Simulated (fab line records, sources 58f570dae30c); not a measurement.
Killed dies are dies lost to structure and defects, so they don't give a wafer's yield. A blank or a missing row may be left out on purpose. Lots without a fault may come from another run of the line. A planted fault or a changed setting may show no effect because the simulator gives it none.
A struck lot beside a sound one | flow berkeley_cmos170 | 17 steps out of a route of 331
Sound: wafers L512.1, L512.2, L512.3. Struck: wafers L523.2, L523.3, L523.5. The cause comes at the end.
At each step with rows: each side's tool, then ch and its chambers, then its first start. Under that, the readings that differ: sound wafers | struck wafers | difference of the means | sigmas: that difference in standard deviations of wafers without a fault.
alike: readings whose means differ by less than 2 such deviations, and words and numbers that are the same on both sides. not compared: withheld readings, readings that some wafer has no value for, bounds like >300 that may hide the same value, and numbers for which the record gives no deviation and whose values overlap.
The two part at a step that has a row with sigmas, a row that says differs or no value, or rows on one side only. Numbers that don't overlap but have no deviation are shown without sigmas and don't part them. A reading that every wafer of one side lacks parts them only if that side has two wafers or more.

first, 5 steps without rows for these wafers: UCB170_NSD_COAT_01 (resist thk 900 nm); UCB170_NSD_SOFTBAKE_02 (time 60 s); UCB170_NSD_EXPOSE_03 (exposes mask NSELECT MOD, target cd 1200 nm); UCB170_NSD_PEB_04; UCB170_NSD_DEVELOP_05 (develop time 45 s).
UCB170_NSD_CD_MEAS_06: target cd 1200 nm.
  sound on cd_sem-01, day 9 14:53; struck on cd_sem-02, day 11 08:01
  reading    | sound                | struck               | difference | sigmas
  cd_nm (nm) | 1197.1 1199.5 1198.7 | 1202.1 1201.1 1199.5 | +2.5       | +2
UCB170_NSD_OVL_MEAS_07:
  sound on overlay-01, day 9 15:01; struck on overlay-01, day 11 08:07
  alike: NSD_OVL
then, 1 step without rows for these wafers: UCB170_NSD_IMPLANT_08.
UCB170_NSD_STRIP_09: strips in O2.
  sound on plasma_asher-01 ch 0,1, day 9 15:12; struck on plasma_asher-01 ch 1, day 11 08:18
  alike: drypump_motor_current_A, o2_flow_sccm, oes_product_au, strip_time_to_endpoint_s
  not compared: rf_hours_counter_h
UCB170_NSD_TW_MEAS_10:
  sound on film_metro-04, day 9 15:18; struck on film_metro-04, day 11 08:25
  alike: NSD_TW
then, 2 steps without rows for these wafers: UCB170_NSD_CLEAN_11 (cleans in SPM, time 600 s); UCB170_BACKSIDE_HMDS_00 (prime time 60 s).
UCB170_BACKSIDE_COAT_01: resist thk 900 nm.
  sound on litho_track-02 ch 0, day 9 15:53; struck on litho_track-02 ch 0, day 11 09:10
  reading                                   | sound           | struck            | difference | sigmas
  model.KrF_of_BACKSIDE_COAT_01.thk_nm (nm) | 902.9 903 900.4 | 928.5 927.4 929.5 | +26.4      |
then, 1 step without rows for these wafers: UCB170_BACKSIDE_SOFTBAKE_02 (time 60 s).
UCB170_BACKSIDE_STRIP_03: strips in O2.
  sound on plasma_asher-04 ch 0,1, day 9 16:11; struck on plasma_asher-02 ch 0,1, day 11 09:26
  reading                      | sound             | struck            | difference | sigmas
  strip_time_to_endpoint_s (s) | 22.03 22.06 21.96 | 22.64 22.61 22.67 | +0.62      | +8
  alike: drypump_motor_current_A, o2_flow_sccm, oes_product_au
  not compared: rf_hours_counter_h
then, 1 step without rows for these wafers: UCB170_BACKSIDE_CLEAN_04 (cleans in SPM, time 600 s).
UCB170_M3_PROBE_99:
  the record has rows for the sound wafers here (prober-02, day 10 15:07) and none for the struck ones

WHERE THEY PART
First at UCB170_NSD_CD_MEAS_06; last, within this record, at UCB170_M3_PROBE_99.

WHY: what the simulator had put in
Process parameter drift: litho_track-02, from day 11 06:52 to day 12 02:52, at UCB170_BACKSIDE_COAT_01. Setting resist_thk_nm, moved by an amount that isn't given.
